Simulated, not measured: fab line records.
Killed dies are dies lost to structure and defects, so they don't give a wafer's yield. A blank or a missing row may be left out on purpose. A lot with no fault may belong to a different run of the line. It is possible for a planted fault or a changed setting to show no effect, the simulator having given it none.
Which tool was responsible? :: flow berkeley cmos170 :: 42 wafers from 14 lots sampled at 4 of the route's 331 steps

WHAT EACH GAUGE READ, for each wafer
UCB170_PFIELD_OVL_MEAS_06.
lot: L268
measured: day 5 04:50
on: overlay-02
PFIELD_OVL (nm): -4 -3 -8

lot: L269
measured: day 5 10:04
on: overlay-02
PFIELD_OVL (nm): 3 1 10

lot: L272
measured: day 5 20:38
on: overlay-02
PFIELD_OVL (nm): -5 0 -11

lot: L275
measured: day 6 05:10
on: overlay-01
PFIELD_OVL (nm): 4 13 15

lot: L278
measured: day 7 13:32
on: overlay-02
PFIELD_OVL (nm): 1 0 4

lot: L279
measured: day 7 13:49
on: overlay-01
PFIELD_OVL (nm): -4 2 -2

lot: L282
measured: day 7 21:10
on: overlay-02
PFIELD_OVL (nm): -3 -1 -3

lot: L283
measured: day 7 21:26
on: overlay-02
PFIELD_OVL (nm): 1 0 1

lot: L286
measured: day 8 18:41
on: overlay-02
PFIELD_OVL (nm): -6 -4 -9

lot: L284
measured: day 8 19:15
on: overlay-01
PFIELD_OVL (nm): -2 -5 -7

lot: L287
measured: day 8 21:50
on: overlay-02
PFIELD_OVL (nm): -5 -6 -6

lot: L290
measured: day 9 18:37
on: overlay-02
PFIELD_OVL (nm): 5 2 4

lot: L289
measured: day 9 18:56
on: overlay-01
PFIELD_OVL (nm): 0 0 -6

lot: L291
measured: day 10 03:02
on: overlay-01
PFIELD_OVL (nm): 6 3 3

UCB170_GATE_THK_MEAS_05.
lot: L268
measured: day 7 14:16
on: film metro-03
GATE_POLY_THK (nm): 214.9 213.9 213.2

lot: L269
measured: day 7 18:50
on: film metro-03
GATE_POLY_THK (nm): 213.4 211.9 212.3

lot: L272
measured: day 8 00:58
on: film metro-01
GATE_POLY_THK (nm): 211.2 208.5 210.9

lot: L275
measured: day 8 11:11
on: film metro-03
GATE_POLY_THK (nm): 213.7 215.1 213.3

lot: L278
measured: day 9 12:07
on: film metro-03
GATE_POLY_THK (nm): 212.9 214.4 213.2

lot: L279
measured: day 9 12:08
on: film metro-01
GATE_POLY_THK (nm): 213.5 214.1 212.9

lot: L282
measured: day 10 00:29
on: film metro-03
GATE_POLY_THK (nm): 209.6 211.2 211.6

lot: L283
measured: day 10 00:31
on: film metro-04
GATE_POLY_THK (nm): 212.2 213.8 214.4

lot: L286
measured: day 11 00:03
on: film metro-01
GATE_POLY_THK (nm): 213.7 213.9 213.5

lot: L284
measured: day 11 00:07
on: film metro-03
GATE_POLY_THK (nm): 212.5 213.3 213.1

lot: L287
measured: day 11 00:04
on: film metro-04
GATE_POLY_THK (nm): 212.7 212.8 213.7

lot: L290
measured: day 11 22:53
on: film metro-04
GATE_POLY_THK (nm): 217.7 217.3 216.7

lot: L289
measured: day 11 22:53
on: film metro-01
GATE_POLY_THK (nm): 216.1 216.2 214.6

lot: L291
measured: day 12 09:07
on: film metro-04
GATE_POLY_THK (nm): 214.7 216.4 214.7

UCB170_PLDD_OVL_MEAS_07.
lot: L268
measured: day 7 17:37
on: overlay-02
PLDD_OVL (nm): 2 2 1

lot: L269
measured: day 7 22:37
on: overlay-01
PLDD_OVL (nm): 6 4 13

lot: L272
measured: day 8 03:49
on: overlay-02
PLDD_OVL (nm): -1 1 0

lot: L275
measured: day 8 15:56
on: overlay-02
PLDD_OVL (nm): -3 -9 0

lot: L278
measured: day 9 14:58
on: overlay-01
PLDD_OVL (nm): -1 -4 1

lot: L279
measured: day 9 15:23
on: overlay-01
PLDD_OVL (nm): 3 -1 -2

lot: L282
measured: day 10 04:55
on: overlay-01
PLDD_OVL (nm): -6 -11 -9

lot: L283
measured: day 10 05:23
on: overlay-01
PLDD_OVL (nm): -2 1 3

lot: L286
measured: day 11 03:43
on: overlay-02
PLDD_OVL (nm): -5 -8 -2

lot: L284
measured: day 11 04:18
on: overlay-01
PLDD_OVL (nm): -2 0 -2

lot: L287
measured: day 11 04:01
on: overlay-02
PLDD_OVL (nm): -1 1 6

lot: L290
measured: day 12 01:47
on: overlay-01
PLDD_OVL (nm): 4 -1 0

lot: L289
measured: day 12 01:23
on: overlay-01
PLDD_OVL (nm): 4 -1 1

lot: L291
measured: day 12 14:52
on: overlay-02
PLDD_OVL (nm): -1 3 1

EACH LOT AND THE TOOL THAT RAN IT (in order: tool; ch and the chambers of the sampled wafers; start)
lot: L268
UCB170_GATE_COAT_07: litho track-03 ch 0, day 7 14:00

lot: L269
UCB170_GATE_COAT_07: litho track-02 ch 0, day 7 19:00

lot: L272
UCB170_GATE_COAT_07: litho track-02 ch 0, day 8 01:00

lot: L275
UCB170_GATE_COAT_07: litho track-03 ch 0, day 8 11:00

lot: L278
UCB170_GATE_COAT_07: litho track-03 ch 0, day 9 12:00

lot: L279
UCB170_GATE_COAT_07: litho track-01 ch 0, day 9 12:00

lot: L282
UCB170_GATE_COAT_07: litho track-01 ch 0, day 10 01:00

lot: L283
UCB170_GATE_COAT_07: litho track-01 ch 0, day 10 01:00

lot: L286
UCB170_GATE_COAT_07: litho track-02 ch 0, day 11 00:00

lot: L284
UCB170_GATE_COAT_07: litho track-02 ch 0, day 11 00:00

lot: L287
UCB170_GATE_COAT_07: litho track-01 ch 0, day 11 00:00

lot: L290
UCB170_GATE_COAT_07: litho track-01 ch 0, day 11 23:00

lot: L289
UCB170_GATE_COAT_07: litho track-02 ch 0, day 11 23:00

lot: L291
UCB170_GATE_COAT_07: litho track-03 ch 0, day 12 09:00
- UCB170_GATE_COAT_07: resist thk 900 nm.

WHAT THE TOOLS THEMSELVES READ (means of the sampled wafers that have a number; where no wafer has one, the mark that the record gives instead)
UCB170_GATE_COAT_07.
lot: L268
tool: litho track-03
spin speed rpm (rpm): 1500.2

lot: L269
tool: litho track-02
spin speed rpm (rpm): 1499.4

lot: L272
tool: litho track-02
spin speed rpm (rpm): 1500.9

lot: L275
tool: litho track-03
spin speed rpm (rpm): 1613.3

lot: L278
tool: litho track-03
spin speed rpm (rpm): 1614.9

lot: L279
tool: litho track-01
spin speed rpm (rpm): 1499.6

lot: L282
tool: litho track-01
spin speed rpm (rpm): 1500.9

lot: L283
tool: litho track-01
spin speed rpm (rpm): 1499.4

lot: L286
tool: litho track-02
spin speed rpm (rpm): 1500.9

lot: L284
tool: litho track-02
spin speed rpm (rpm): 1499.3

lot: L287
tool: litho track-01
spin speed rpm (rpm): 1500.6

lot: L290
tool: litho track-01
spin speed rpm (rpm): 1499.7

lot: L289
tool: litho track-02
spin speed rpm (rpm): 1499.3

lot: L291
tool: litho track-03
spin speed rpm (rpm): 1500.2

THE ANSWER, worked out from the rows above alone
Rule: the lots themselves supply what counts as usual. The widest of any qualifying gaps counts: lots, ordered by their means at a reading, are off when they make up no more than a third of the lots, leave a main group of 4 or more, and stand apart from it by 3 or more times the standard deviation of that group's means. A main group is skipped when, at the precision printed for the reading in the tables above, its means are all equal. Also off: a lot with no number at a reading for which 4 or more lots have one. Any other lot the step has rows for is counted as sound. First the gauges in route order, then the tools' own readings, where a lot's mean is used as printed above. The first step at which some lot is off is used, and at that step the reading that is off furthest; a lot without a number counts as furthest.
Off, at UCB170_GATE_COAT_07 on spin speed rpm: L275, L278. The main group has a mean of 1500.0 rpm with a standard deviation of 0.63.
If a tool, at that step or one of the process steps before it, ran each lot that is off and ran no sound lot following the first of them, it fits. Not one of the candidates tried fits.

WHAT HAD BEEN PUT IN BY THE SIMULATOR
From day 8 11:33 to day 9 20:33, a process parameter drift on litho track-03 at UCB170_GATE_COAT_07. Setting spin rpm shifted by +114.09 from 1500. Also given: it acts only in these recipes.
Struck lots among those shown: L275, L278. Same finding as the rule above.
